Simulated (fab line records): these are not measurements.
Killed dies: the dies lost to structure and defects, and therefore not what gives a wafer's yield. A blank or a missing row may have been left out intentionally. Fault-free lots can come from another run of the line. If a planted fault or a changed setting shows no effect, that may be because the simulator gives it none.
fab line records | flow rit_cmos
[record] lots = 5 | wafers = 15 | last_day = 7
route steps=202 shown REOX@99 NLDD@103 PLDD@114 SPACER@125 NSD@131 M1@202
lots that met no fault: from a run of the same line without faults
start_h: the number of hours between the record's first day and the start of the first shown wafer of the lot | wait_h: time in hours since the lot's previous step | " the same as in the row above | L1.1+2: one row covering several wafers at once | - either no value or no given start | * or withheld: withheld | < > ~ a bound
route shown NAME@n: a module of which the file shows steps, and the number in the route of the first | usual: the fault-free wafers' mean and standard deviation | same: alike in all rows | chamber/n: place in a boat | sites: each site's reading | _std_site: how widely they spread, as a standard deviation | _edge_site: the outer-site mean with the inner-site mean subtracted | radius_mm: how far each site lies from the wafer's centre | mask NAME#n: copy n | behind: tool/chamber where the wafer was last shaped | hold: what put the lot on hold/how long, in hours/how the hold closed | device: the transistor (n, p or np) that didn't switch | end of line: the tests these same wafers got at the end of their route | a step with no rows: only its recipe | killed: dies that structure and defects cost at the first sort, which is not the same as the wafer's yield | map: dies across one wafer; x = killed, . = not, _ = none there
set.NAME: the setting as run; set.NAME@STEP: as run at that earlier step | model.NAME: the simulator's own value behind a step, which no gauge read
certain route steps with their lots: each step a table, each wafer a row
services: a tool's chamber out of use, with start hour (start_h, from the record's first day; less than 0 if before it), hours out, and reason
[[steps]]
[step RIT_REOX_CLEAN_01]
[recipe] chemistry = dHF | dilution = 50:1 | time_s = 30
[step RIT_REOX_CLEAN_02]
[recipe] chemistry = SC2 | mix = 3:3:50 | time_s = 600 | temp_c = 75 | dry = n2_spin
[step RIT_REOX_OXIDATION_03]
[recipe] temp_c = 900 | ambient = O2 | target_thk_a = 252 | ox_time_s = 5580
[step RIT_REOX_THK_MEAS_04]
[recipe] reads = SiO2_of_REOX_OXIDATION_03
[usual] REOX_OXIDE_THK = 25.1/0.65
lot.wafer | tool          | chamber | start_h | wait_h | REOX_OXIDE_THK[nm]
L902.1    | film_metro-01 | -       | 58.60   | 0.0    | 24.2
L902.3    | "             | -       | "       | "      | 24.4
L902.4    | "             | -       | "       | "      | 24.2
L911.3    | film_metro-01 | -       | 98.03   | 0.0    | 25.5
L911.4    | "             | -       | "       | "      | 25.1
L911.6    | "             | -       | "       | "      | 25.7
L915.2    | film_metro-02 | -       | 130.59  | 0.0    | 25.7
L915.3    | "             | -       | "       | "      | 25.8
L915.4    | "             | -       | "       | "      | 25.8
L918.1    | film_metro-04 | -       | 137.49  | 0.0    | 25.4
L918.4    | "             | -       | "       | "      | 24.6
L918.5    | "             | -       | "       | "      | 24.7
L924.1    | film_metro-01 | -       | 158.54  | 0.0    | 25.7
L924.2    | "             | -       | "       | "      | 26.5
L924.4    | "             | -       | "       | "      | 25.7
[step RIT_NLDD_HMDS_00]
[recipe] prime_time_s = 60 | prime_temp_c = 140
[step RIT_NLDD_COAT_01]
[recipe] resist = NOVOLAK | spin_rpm = 3250 | resist_thk_nm = 1000
[step RIT_NLDD_SOFTBAKE_02]
[recipe] resist = NOVOLAK | temp_c = 90 | time_s = 60
[step RIT_NLDD_EXPOSE_03]
[recipe] mask_id = M7 | na = 0.57 | target_cd_nm = 40700 | dose_mj = 250
[step RIT_NLDD_PEB_04]
[recipe] resist = NOVOLAK | temp_c = withheld | time_s = withheld
[step RIT_NLDD_DEVELOP_05]
[recipe] resist = NOVOLAK | develop_time_s = 50 | dev_temp_c = 23
[step RIT_NLDD_OVL_MEAS_06]
[usual] NLDD_OVL = -0.1/1.6
lot.wafer | tool       | chamber | start_h | wait_h | NLDD_OVL[nm]
L902.1    | overlay-02 | -       | 59.76   | -      | -0.6
L902.3    | "          | -       | "       | "      | -0.6
L902.4    | "          | -       | "       | "      | -2.3
L911.3    | overlay-01 | -       | 99.93   | -      | 0.7
L911.4    | "          | -       | "       | "      | 0.6
L911.6    | "          | -       | "       | "      | -0.1
L915.2    | overlay-01 | -       | 131.78  | -      | -1.6
L915.3    | "          | -       | "       | "      | -1.9
L915.4    | "          | -       | "       | "      | -1.7
L918.1    | overlay-01 | -       | 138.57  | -      | 0.7
L918.4    | "          | -       | "       | "      | 0.3
L918.5    | "          | -       | "       | "      | 1.6
L924.1    | overlay-01 | -       | 159.57  | -      | 0.4
L924.2    | "          | -       | "       | "      | 1.1
L924.4    | "          | -       | "       | "      | 0.7
[step RIT_NLDD_HARDBAKE_07]
[recipe] resist = NOVOLAK | temp_c = 140 | time_s = 60
[step RIT_NLDD_IMPLANT_08]
[recipe] species = P | energy_kev = 20 | dose_cm2 = 5e+14 | tilt_deg = 7
lot.wafer  | tool         | chamber | start_h | wait_h
L902.1+3+4 | implanter-03 | 0       | 59.94   | 0.1
L911.3+4+6 | implanter-02 | 0       | 100.34  | 0.1
L915.2+3+4 | implanter-02 | 0       | 131.99  | 0.1
L918.1+4+5 | implanter-04 | 0       | 138.86  | 0.1
L924.1+2+4 | implanter-03 | 0       | 159.76  | 0.1
[step RIT_NLDD_STRIP_09]
[recipe] chemistry = O2 | time_s = 180 | resist = NOVOLAK | platen_temp_c = withheld | power_w = 500 | pressure_mtorr = 4000 | o2_flow_sccm = 4000
[usual] chamber_pressure_mTorr = 4000/3.5 | drypump_motor_current_A = 5.7/0.47
lot.wafer | tool            | chamber | start_h | wait_h | chamber_pressure_mTorr | drypump_motor_current_A | rf_hours_counter_h
L902.1    | plasma_asher-01 | 1       | 60.09   | 0.1    | 3995                   | 5.0                     | 27
L902.3    | "               | 1       | "       | "      | 4002                   | 5.0                     | -
L902.4    | "               | 0       | "       | "      | 3996                   | 5.9                     | -
L911.3    | plasma_asher-02 | 1       | 100.50  | 0.1    | 3998                   | 6.5                     | -
L911.4    | "               | 0       | "       | "      | 3998                   | 5.5                     | -
L911.6    | "               | 1       | "       | "      | 3997                   | 6.5                     | -
L915.2    | plasma_asher-04 | 1       | 132.11  | 0.1    | 4001                   | 5.7                     | 49
L915.3    | "               | 1       | "       | "      | 4002                   | 5.7                     | -
L915.4    | "               | 0       | "       | "      | 3996                   | 5.3                     | -
L918.1    | plasma_asher-02 | 0       | 139.01  | 0.1    | 3996                   | 5.5                     | 3
L918.4    | "               | 0       | "       | "      | 3996                   | 5.5                     | -
L918.5    | "               | 0       | "       | "      | 3998                   | 5.5                     | -
L924.1    | plasma_asher-02 | 0       | 159.91  | 0.1    | 4000                   | 5.5                     | 6
L924.2    | "               | 1       | "       | "      | 3996                   | 6.5                     | 6
L924.4    | "               | 0       | "       | "      | 3998                   | 5.5                     | -
[step RIT_NLDD_TW_MEAS_10]
[usual] NLDD_TW = 2507/12
lot.wafer | tool          | chamber | start_h | wait_h | NLDD_TW
L902.1    | film_metro-03 | -       | 60.27   | 0.1    | 2500
L902.3    | "             | -       | "       | "      | 2500
L902.4    | "             | -       | "       | "      | 2505
L911.3    | film_metro-01 | -       | 100.64  | 0.1    | 2523
L911.4    | "             | -       | "       | "      | 2548
L911.6    | "             | -       | "       | "      | 2548
L915.2    | film_metro-01 | -       | 132.29  | 0.1    | 2501
L915.3    | "             | -       | "       | "      | 2430
L915.4    | "             | -       | "       | "      | 2481
L918.1    | film_metro-03 | -       | 139.19  | 0.1    | 2500
L918.4    | "             | -       | "       | "      | 2503
L918.5    | "             | -       | "       | "      | 2511
L924.1    | film_metro-01 | -       | 160.08  | 0.1    | 2499
L924.2    | "             | -       | "       | "      | 2505
L924.4    | "             | -       | "       | "      | 2497
[step RIT_PLDD_HMDS_00]
[recipe] prime_time_s = 60 | prime_temp_c = 140
[step RIT_PLDD_COAT_01]
[recipe] resist = NOVOLAK | spin_rpm = 3250 | resist_thk_nm = 1000
[step RIT_PLDD_SOFTBAKE_02]
[recipe] resist = NOVOLAK | temp_c = 90 | time_s = 60
[step RIT_PLDD_EXPOSE_03]
[recipe] mask_id = M8 | na = 0.57 | target_cd_nm = 40900 | dose_mj = 250
[step RIT_PLDD_PEB_04]
[recipe] resist = NOVOLAK | temp_c = withheld | time_s = withheld
[step RIT_PLDD_DEVELOP_05]
[recipe] resist = NOVOLAK | develop_time_s = 50 | dev_temp_c = 23
[step RIT_PLDD_OVL_MEAS_06]
[usual] PLDD_OVL = -1.0/1.4
lot.wafer | tool       | chamber | start_h | wait_h | PLDD_OVL[nm]
L902.1    | overlay-02 | -       | 61.18   | -      | -2.5
L902.3    | "          | -       | "       | "      | -1.4
L902.4    | "          | -       | "       | "      | 1.1
L911.3    | overlay-02 | -       | 106.42  | -      | 0.5
L911.4    | "          | -       | "       | "      | 0.7
L911.6    | "          | -       | "       | "      | 0.3
L915.2    | overlay-01 | -       | 133.44  | -      | -2.5
L915.3    | "          | -       | "       | "      | -0.6
L915.4    | "          | -       | "       | "      | -0.1
L918.1    | overlay-02 | -       | 140.44  | -      | 2.9
L918.4    | "          | -       | "       | "      | 1.6
L918.5    | "          | -       | "       | "      | 2.9
L924.1    | overlay-02 | -       | 160.99  | -      | -1.5
L924.2    | "          | -       | "       | "      | -0.9
L924.4    | "          | -       | "       | "      | -1.2
[step RIT_PLDD_HARDBAKE_07]
[recipe] resist = NOVOLAK | temp_c = 140 | time_s = 60
[step RIT_PLDD_IMPLANT_08]
[recipe] species = BF2 | energy_kev = 20 | dose_cm2 = 9e+14 | tilt_deg = 7
[step RIT_PLDD_STRIP_09]
[recipe] chemistry = O2 | time_s = 180 | resist = NOVOLAK | platen_temp_c = withheld | power_w = 500 | pressure_mtorr = 4000 | o2_flow_sccm = 4000
[usual] chamber_pressure_mTorr = 4000/3.8 | drypump_motor_current_A = 5.7/0.49
lot.wafer | tool            | chamber | start_h | wait_h | chamber_pressure_mTorr | drypump_motor_current_A | rf_hours_counter_h
L902.1    | plasma_asher-03 | 0       | 61.51   | 0.1    | 3996                   | 5.7                     | 34
L902.3    | "               | 0       | "       | "      | 3999                   | 5.6                     | -
L902.4    | "               | 1       | "       | "      | 4004                   | 5.6                     | -
L911.3    | plasma_asher-02 | 0       | 106.83  | 0.1    | 4000                   | 5.5                     | -
L911.4    | "               | 1       | "       | "      | 4004                   | 6.5                     | -
L911.6    | "               | 1       | "       | "      | 4004                   | 6.5                     | -
L915.2    | plasma_asher-02 | 0       | 133.83  | 0.1    | 3992                   | 5.5                     | 2
L915.3    | "               | 0       | "       | "      | 3997                   | 5.5                     | -
L915.4    | "               | 1       | "       | "      | 3991                   | 6.5                     | -
L918.1    | plasma_asher-01 | 1       | 140.77  | 0.1    | 4000                   | 5.0                     | 36
L918.4    | "               | 0       | "       | "      | 3999                   | 5.9                     | -
L918.5    | "               | 0       | "       | "      | 4005                   | 5.9                     | -
L924.1    | plasma_asher-03 | 1       | 161.33  | 0.1    | 4001                   | 5.5                     | 46
L924.2    | "               | 0       | "       | "      | 4002                   | 5.6                     | 46
L924.4    | "               | 0       | "       | "      | 4000                   | 5.7                     | -
[step RIT_PLDD_TW_MEAS_10]
[usual] PLDD_TW = 2364/13
lot.wafer | tool          | chamber | start_h | wait_h | PLDD_TW
L902.1    | film_metro-03 | -       | 61.69   | 0.1    | 2371
L902.3    | "             | -       | "       | "      | 2358
L902.4    | "             | -       | "       | "      | 2361
L911.3    | film_metro-02 | -       | 106.97  | 0.1    | 2351
L911.4    | "             | -       | "       | "      | 2349
L911.6    | "             | -       | "       | "      | 2342
L915.2    | film_metro-01 | -       | 134.02  | 0.1    | 2372
L915.3    | "             | -       | "       | "      | 2365
L915.4    | "             | -       | "       | "      | 2364
L918.1    | film_metro-02 | -       | 140.95  | 0.1    | 2354
L918.4    | "             | -       | "       | "      | 2353
L918.5    | "             | -       | "       | "      | 2354
L924.1    | film_metro-02 | -       | 161.50  | 0.1    | 2352
L924.2    | "             | -       | "       | "      | 2354
L924.4    | "             | -       | "       | "      | 2344
[step RIT_SPACER_CLEAN_00]
[recipe] chemistry = SC1 | mix = 3:3:50 | time_s = 600 | temp_c = 75
[step RIT_SPACER_CLEAN_01]
[recipe] chemistry = dHF | dilution = 50:1 | time_s = 30
[step RIT_SPACER_CLEAN_02]
[recipe] chemistry = SC2 | mix = 3:3:50 | time_s = 600 | temp_c = 75 | dry = n2_spin
[step RIT_SPACER_CVD_03]
[recipe] material = Si3N4 | target_thk_nm = 250 | temp_c = 810 | precursor = SiH2Cl2/NH3 | time_s = 3300 | pressure_mtorr = 300 | sih2cl2_flow_sccm = 60 | nh3_flow_sccm = 150
[step RIT_SPACER_THK_MEAS_04]
[recipe] reads = Si3N4_of_SPACER_CVD_03
[usual] SPACER_NITRIDE_THK = 250.8/2.4
lot.wafer | tool          | chamber | start_h | wait_h | SPACER_NITRIDE_THK[nm]
L902.1    | film_metro-03 | -       | 64.05   | 0.0    | 249.1
L902.3    | "             | -       | "       | "      | 249.3
L902.4    | "             | -       | "       | "      | 248.5
L911.3    | film_metro-02 | -       | 110.47  | 0.0    | 249.2
L911.4    | "             | -       | "       | "      | 250.4
L911.6    | "             | -       | "       | "      | 252.0
L915.2    | film_metro-02 | -       | 136.38  | 0.0    | 251.5
L915.3    | "             | -       | "       | "      | 252.8
L915.4    | "             | -       | "       | "      | 251.5
L918.1    | film_metro-02 | -       | 143.29  | 0.0    | 254.7
L918.4    | "             | -       | "       | "      | 251.5
L918.5    | "             | -       | "       | "      | 253.8
L924.1    | film_metro-04 | -       | 163.85  | 0.0    | 251.8
L924.2    | "             | -       | "       | "      | 251.3
L924.4    | "             | -       | "       | "      | 250.9
[step RIT_SPACER_ETCHBACK_05]
[recipe] target_depth_a = 2500 | SF6_flow_sccm = 30 | CHF3_flow_sccm = 30 | target = Si3N4 | chemistry = SF6/CHF3 | pressure_mtorr = 40 | rf_w = 250 | time_s = 240 | stop_on = SiO2
[usual] CHF3_flow_sccm = 30.01/0.096 | chamber_pressure_mTorr = 40.00/0.04 | drypump_motor_current_A = 5.9/0.38 | oes_product_au = 0.844/0.013 | throttle_valve_pct = 10.29/0.11
lot.wafer | tool        | chamber | start_h | wait_h | CHF3_flow_sccm | chamber_pressure_mTorr | drypump_motor_current_A | oes_product_au | rf_hours_counter_h | throttle_valve_pct
L902.1    | rie_diel-03 | 3       | 64.11   | 0.1    | 29.90          | 39.98                  | 6.5                     | 0.829          | 143                | 10.22
L902.3    | "           | 2       | "       | "      | 30.11          | 40.00                  | 5.4                     | 0.858          | 6                  | 10.45
L902.4    | "           | 0       | "       | "      | 30.00          | 40.01                  | 5.9                     | 0.839          | 95                 | 10.54
L911.3    | rie_diel-01 | 3       | 110.51  | 0.0    | 30.05          | 39.97                  | 6.4                     | 0.837          | 67                 | 10.22
L911.4    | "           | 0       | "       | "      | 30.06          | 39.95                  | 6.4                     | 0.838          | -                  | 10.37
L911.6    | "           | 1       | "       | "      | 30.20          | 40.02                  | 5.8                     | 0.842          | -                  | 10.28
L915.2    | rie_diel-03 | 0       | 136.43  | 0.0    | 30.06          | 39.95                  | 5.9                     | 0.844          | 97                 | 10.55
L915.3    | "           | 2       | "       | "      | 30.11          | 40.07                  | 5.4                     | 0.864          | 7                  | 10.46
L915.4    | "           | 1       | "       | "      | 30.15          | 39.99                  | 5.5                     | 0.859          | 147                | 10.23
L918.1    | rie_diel-02 | 2       | 143.35  | 0.1    | 29.96          | 40.02                  | 6.1                     | 0.866          | 0                  | 10.20
L918.4    | "           | 0       | "       | "      | 30.02          | 39.86                  | 5.6                     | 0.829          | 146                | 10.28
L918.5    | "           | 1       | "       | "      | 29.90          | 40.00                  | 6.0                     | 0.865          | -                  | 10.31
L924.1    | rie_diel-02 | 1       | 163.91  | 0.1    | 30.00          | 39.95                  | 6.0                     | 0.868          | 20                 | 10.31
L924.2    | "           | 3       | "       | "      | 30.00          | 40.04                  | 5.8                     | 0.833          | 114                | 10.16
L924.4    | "           | 0       | "       | "      | 30.06          | 40.06                  | 5.7                     | 0.838          | 146                | 10.29
[step RIT_NSD_HMDS_00]
[recipe] prime_time_s = 60 | prime_temp_c = 140
[step RIT_NSD_COAT_01]
[recipe] resist = NOVOLAK | spin_rpm = 3250 | resist_thk_nm = 1000
[step RIT_NSD_SOFTBAKE_02]
[recipe] resist = NOVOLAK | temp_c = 90 | time_s = 60
[step RIT_NSD_EXPOSE_03]
[recipe] mask_id = M9 | na = 0.57 | target_cd_nm = 40700 | dose_mj = 250
[step RIT_NSD_PEB_04]
[recipe] resist = NOVOLAK | temp_c = withheld | time_s = withheld
[step RIT_NSD_DEVELOP_05]
[recipe] resist = NOVOLAK | develop_time_s = 50 | dev_temp_c = 23
[step RIT_NSD_OVL_MEAS_06]
[usual] NSD_OVL = 0.1/1.5
lot.wafer | tool       | chamber | start_h | wait_h | NSD_OVL[nm]
L902.1    | overlay-02 | -       | 65.23   | -      | -1.4
L902.3    | "          | -       | "       | "      | -1.3
L902.4    | "          | -       | "       | "      | -1.8
L911.3    | overlay-02 | -       | 111.52  | -      | -0.3
L911.4    | "          | -       | "       | "      | 0.8
L911.6    | "          | -       | "       | "      | 0.2
L915.2    | overlay-01 | -       | 137.44  | -      | -0.4
L915.3    | "          | -       | "       | "      | 0.0
L915.4    | "          | -       | "       | "      | 0.8
L918.1    | overlay-02 | -       | 144.51  | -      | 1.9
L918.4    | "          | -       | "       | "      | 2.1
L918.5    | "          | -       | "       | "      | 2.8
L924.1    | overlay-01 | -       | 164.91  | -      | 0.9
L924.2    | "          | -       | "       | "      | 1.2
L924.4    | "          | -       | "       | "      | 1.3
[step RIT_NSD_HARDBAKE_07]
[recipe] resist = NOVOLAK | temp_c = 140 | time_s = 60
[step RIT_NSD_IMPLANT_08]
[recipe] species = P | energy_kev = 25 | dose_cm2 = 1e+15 | tilt_deg = 7
[step RIT_NSD_STRIP_09]
[recipe] chemistry = O2 | time_s = 180 | resist = NOVOLAK | platen_temp_c = withheld | power_w = 500 | pressure_mtorr = 4000 | o2_flow_sccm = 4000
[usual] chamber_pressure_mTorr = 4000/4.1 | drypump_motor_current_A = 5.7/0.35
lot.wafer | tool            | chamber | start_h | wait_h | chamber_pressure_mTorr | drypump_motor_current_A | rf_hours_counter_h
L902.1    | plasma_asher-02 | 1       | 65.57   | 0.1    | 3999                   | 6.5                     | 43
L902.3    | "               | 1       | "       | "      | 4002                   | 6.5                     | -
L902.4    | "               | 0       | "       | "      | 3996                   | 5.5                     | -
L911.3    | plasma_asher-03 | 0       | 111.90  | 0.1    | 4003                   | 5.7                     | -
L911.4    | "               | 1       | "       | "      | 3998                   | 5.6                     | -
L911.6    | "               | 0       | "       | "      | 4005                   | 5.7                     | -
L915.2    | plasma_asher-03 | 0       | 137.77  | 0.1    | 3996                   | 5.7                     | 43
L915.3    | "               | 0       | "       | "      | 3999                   | 5.6                     | -
L915.4    | "               | 1       | "       | "      | 4003                   | 5.6                     | -
L918.1    | plasma_asher-03 | 0       | 144.97  | 0.1    | 4004                   | 5.6                     | 44
L918.4    | "               | 0       | "       | "      | 3998                   | 5.7                     | -
L918.5    | "               | 0       | "       | "      | 4006                   | 5.7                     | -
L924.1    | plasma_asher-04 | 0       | 165.24  | 0.1    | 4004                   | 5.4                     | 54
L924.2    | "               | 1       | "       | "      | 4004                   | 5.7                     | 54
L924.4    | "               | 0       | "       | "      | 4002                   | 5.4                     | -
[step RIT_SDANNEAL_RS_MEAS_07]
[recipe] thk_meas_gauge = four-point-probe
[usual] NLDD_RS = 151.6/0.53
lot.wafer | tool          | chamber | start_h | wait_h | NLDD_RS[ohm/sq]
L902.1    | film_metro-01 | -       | 68.42   | 0.1    | 152.6
L902.3    | "             | -       | "       | "      | 152.4
L902.4    | "             | -       | "       | "      | 152.8
L911.3    | film_metro-03 | -       | 114.73  | 0.1    | 152.2
L911.4    | "             | -       | "       | "      | 151.9
L911.6    | "             | -       | "       | "      | 151.7
L915.2    | film_metro-02 | -       | 140.52  | 0.1    | -
L915.3    | "             | -       | "       | "      | -
L915.4    | "             | -       | "       | "      | -
L918.1    | film_metro-02 | -       | 147.59  | 0.1    | 151.9
L918.4    | "             | -       | "       | "      | 151.7
L918.5    | "             | -       | "       | "      | 151.5
L924.1    | film_metro-03 | -       | 167.81  | 0.1    | 151.1
L924.2    | "             | -       | "       | "      | 151.2
L924.4    | "             | -       | "       | "      | 151.4
[step RIT_M1_PROBE_99]
[usual] killed_at_contacts = 0.1/0.25 | killed_at_front_end = 7/3.1 | killed_dies = 7/3.2 | killed_open = 3.3/2 | killed_short = 3.5/2
[same] gross_dies = 264 | killed_at_M0_to_M3 = 0 | killed_at_M4_up = 0 | killed_at_back_side = 0 | killed_at_other = 0
lot.wafer | tool      | chamber | start_h | wait_h | killed_at_contacts | killed_at_front_end | killed_dies | killed_open | killed_short | model.etest.nmos_turned.drive_ua_um | model.etest.nmos_0p15.r_on_ohm_um | model.etest.nmos_0p3.r_on_ohm_um | model.etest.nmos_0p15.drive_ua_um | model.etest.retro_edge_nmos.off_log10_a_um | model.etest.nmos_0p15.off_log10_a_um | model.etest.ring.quiet_log10_a | model.etest.nmos_turned.isub_log10_a_um
L902.1    | prober-02 | -       | 75.61   | 0.1    | 1                  | 4                   | 5           | 2           | 3            | 339.5                               | 1159                              | 2175                             | 474.4                             | -9.896                                     | -9.978                               | -7.688                         | -7.113
L902.3    | prober-02 | -       | 75.71   | 0.2    | 0                  | 5                   | 5           | 2           | 3            | 336.9                               | 1111                              | 2154                             | 471.7                             | -9.848                                     | -9.992                               | -7.712                         | -7.091
L902.4    | prober-02 | -       | 75.76   | 0.2    | 0                  | 6                   | 6           | 2           | 4            | 328.9                               | 1140                              | 2190                             | 457.2                             | -10.18                                     | -10.3                                | -7.936                         | -7.13
L911.3    | prober-02 | -       | 128.66  | 0.3    | 1                  | 4                   | 5           | 3           | 2            | 322.3                               | 1143                              | 2166                             | 466.6                             | -9.767                                     | -9.944                               | -7.787                         | -7.145
L911.4    | prober-02 | -       | 128.71  | 0.4    | 0                  | 6                   | 6           | 2           | 4            | 333.2                               | 1164                              | 2183                             | 470.5                             | -9.796                                     | -9.869                               | -7.695                         | -7.062
L911.6    | prober-02 | -       | 128.81  | 0.4    | 0                  | 4                   | 4           | 1           | 3            | 325                                 | 1080                              | 2130                             | 475.9                             | -9.662                                     | -9.947                               | -7.744                         | -7.191
L915.2    | prober-01 | -       | 148.72  | 0.1    | 0                  | 11                  | 11          | 5           | 6            | 451.5                               | 1065                              | 2102                             | 489.3                             | -9.612                                     | -9.709                               | -7.646                         | -7.038
L915.3    | prober-01 | -       | 148.77  | 0.2    | 0                  | 10                  | 10          | 6           | 4            | 475.9                               | 1046                              | 2074                             | 494.8                             | -9.422                                     | -9.482                               | -7.407                         | -6.918
L915.4    | prober-01 | -       | 148.82  | 0.2    | 0                  | 14                  | 14          | 9           | 5            | 455.4                               | 1068                              | 2087                             | 482.1                             | -9.783                                     | -9.9                                 | -7.774                         | -6.961
L918.1    | prober-01 | -       | 154.73  | 0.1    | 0                  | 6                   | 6           | 2           | 4            | 328.1                               | 1112                              | 2120                             | 464.3                             | -10.35                                     | -10.39                               | -7.942                         | -7.143
L918.4    | prober-01 | -       | 154.88  | 0.2    | 0                  | 5                   | 5           | 3           | 2            | 341                                 | 1123                              | 2130                             | 469.7                             | -10.11                                     | -10.32                               | -7.709                         | -7.183
L918.5    | prober-01 | -       | 154.93  | 0.2    | 0                  | 7                   | 7           | 2           | 5            | 343.7                               | 1082                              | 2104                             | 473.6                             | -9.857                                     | -9.973                               | -7.712                         | -7.091
L924.1    | prober-01 | -       | 174.70  | 0.1    | 0                  | 2                   | 2           | 1           | 1            | 315.3                               | 1106                              | 2122                             | 461.7                             | -10.28                                     | -10.3                                | -7.928                         | -7.15
L924.2    | prober-01 | -       | 174.75  | 0.1    | 0                  | 6                   | 6           | 3           | 3            | 294.3                               | 1178                              | 2219                             | 450.9                             | -10.44                                     | -10.43                               | -8.125                         | -7.284
L924.4    | prober-01 | -       | 174.85  | 0.2    | 0                  | 6                   | 6           | 5           | 1            | 317.2                               | 1137                              | 2160                             | 464.6                             | -10.02                                     | -10.26                               | -7.828                         | -7.206
// killed by level:class
L902.1 FOX1:geometric_particle:open=1 GATE:geometric_particle:short=1 SILICIDE:geometric_particle:open=1 SILICIDE:geometric_particle:short=1 CONTACT:geometric_particle:short=1
L902.3 REOX:geometric_particle:short=2 GATE:geometric_particle:short=1 REOX:geometric_particle:open=1 SILICIDE:geometric_particle:open=1
L902.4 FOX1:geometric_particle:short=1 FOX2:geometric_particle:open=1 GATE:geometric_particle:open=1 GATE:geometric_particle:short=1 REOX:geometric_particle:short=1 SILICIDE:geometric_particle:short=1
L911.3 FOX1:geometric_particle:short=1 FOX2:geometric_particle:open=1 SILICIDE:geometric_particle:short=1 SILICIDE:geometric_particle:open=1 CONTACT:geometric_particle:open=1
L911.4 GATE:geometric_particle:short=2 SILICIDE:geometric_particle:open=2 SILICIDE:geometric_particle:short=2
L911.6 FOX2:geometric_particle:short=2 GATE:geometric_particle:short=1 SILICIDE:geometric_particle:open=1
L915.2 GATE:geometric_particle:short=4 GATE:geometric_particle:open=3 FOX1:geometric_particle:open=1 FOX2:geometric_particle:short=1 REOX:geometric_particle:short=1 REOX:geometric_particle:open=1
L915.3 GATE:geometric_particle:short=4 GATE:geometric_particle:open=3 FOX1:geometric_particle:open=2 REOX:geometric_particle:open=1
L915.4 FOX1:geometric_particle:open=4 FOX1:geometric_particle:short=2 FOX2:geometric_particle:open=2 GATE:geometric_particle:open=2 FOX2:geometric_particle:short=1 GATE:geometric_particle:short=1 SILICIDE:geometric_particle:short=1 SILICIDE:geometric_particle:open=1
L918.1 GATE:geometric_particle:short=2 GATE:geometric_particle:open=2 REOX:geometric_particle:short=1 FOX1:geometric_particle:short=1
L918.4 GATE:geometric_particle:open=2 FOX1:geometric_particle:short=1 REOX:geometric_particle:open=1 SILICIDE:geometric_particle:short=1
L918.5 GATE:geometric_particle:short=3 FOX1:geometric_particle:short=1 FOX2:geometric_particle:open=1 SPACER:geometric_particle:open=1 SPACER:geometric_particle:short=1
L924.1 FOX2:geometric_particle:open=1 GATE:geometric_particle:short=1
L924.2 SILICIDE:geometric_particle:short=2 GATE:geometric_particle:short=1 REOX:geometric_particle:open=1 SPACER:geometric_particle:open=1 SILICIDE:geometric_particle:open=1
L924.4 GATE:geometric_particle:open=3 SILICIDE:geometric_particle:open=2 GATE:geometric_particle:short=1
[[services]]
tool            | chamber | start_h | hours | kind
implanter-04    | -       | 46.20   | 6.6   | repair
rie_diel-03     | 3       | 66.73   | 1.3   | repair
plasma_asher-03 | -       | 67.92   | 3.8   | repair
implanter-04    | -       | 79.93   | 0.6   | repair
plasma_asher-02 | -       | 108.75  | 9.0   | pm
plasma_asher-02 | 0       | 108.75  | 9.0   | vent_cycle
plasma_asher-02 | 1       | 108.75  | 9.0   | vent_cycle
rie_diel-01     | 2       | 109.64  | 9.8   | repair
plasma_asher-01 | -       | 112.30  | 2.8   | pm
rie_diel-02     | 2       | 112.83  | 11.1  | repair
plasma_asher-02 | 0       | 117.75  | -     | clean
plasma_asher-02 | 1       | 117.75  | -     | clean
rie_diel-02     | 2       | 123.92  | -     | clean
rie_diel-02     | 2       | 123.92  | 16.1  | scheduled_down
rie_diel-02     | 2       | 123.92  | 16.1  | vent_cycle
plasma_asher-03 | -       | 130.17  | 3.4   | repair
[[key]]
[first_sign] step = RIT_NLDD_TW_MEAS_10 | reading = NLDD_TW | direction = down | sigmas = 3.1 | usual = 2507 | struck = 2470 | wafers_moved = 2
[effect] step = RIT_SDANNEAL_RS_MEAS_07 | reading = NLDD_RS | direction = missing
[model_effect] step = RIT_M1_PROBE_99 | value = etest.nmos_turned.drive_ua_um | without = 309.1 | struck = 460.9
met_at RIT_NLDD_IMPLANT_08
struck_wafers L915.2,L915.3,L915.4
tester_left_out L915
onset_between 100.34 131.99
also_fits RIT_NLDD_STRIP_09:plasma_asher-04
[fault] kind = process_parameter_drift | tool = implanter-02 | chamber = - | onset_h = 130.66 | steps = RIT_NLDD_IMPLANT_08 | channel = tilt_deg | offset = -4 | spread_by_wafer = 0.3 | shape = step | end_h = 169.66 | acts_in = these_recipes_only | stated = 7
// tester_left_out: of these lots the tester's yield and bins aren't shown, on N5 and GAA mostly nor the transistor test; their killed dies are dies lost to structure and defects alone, not to doping, threshold or leakage, so they don't give the yield
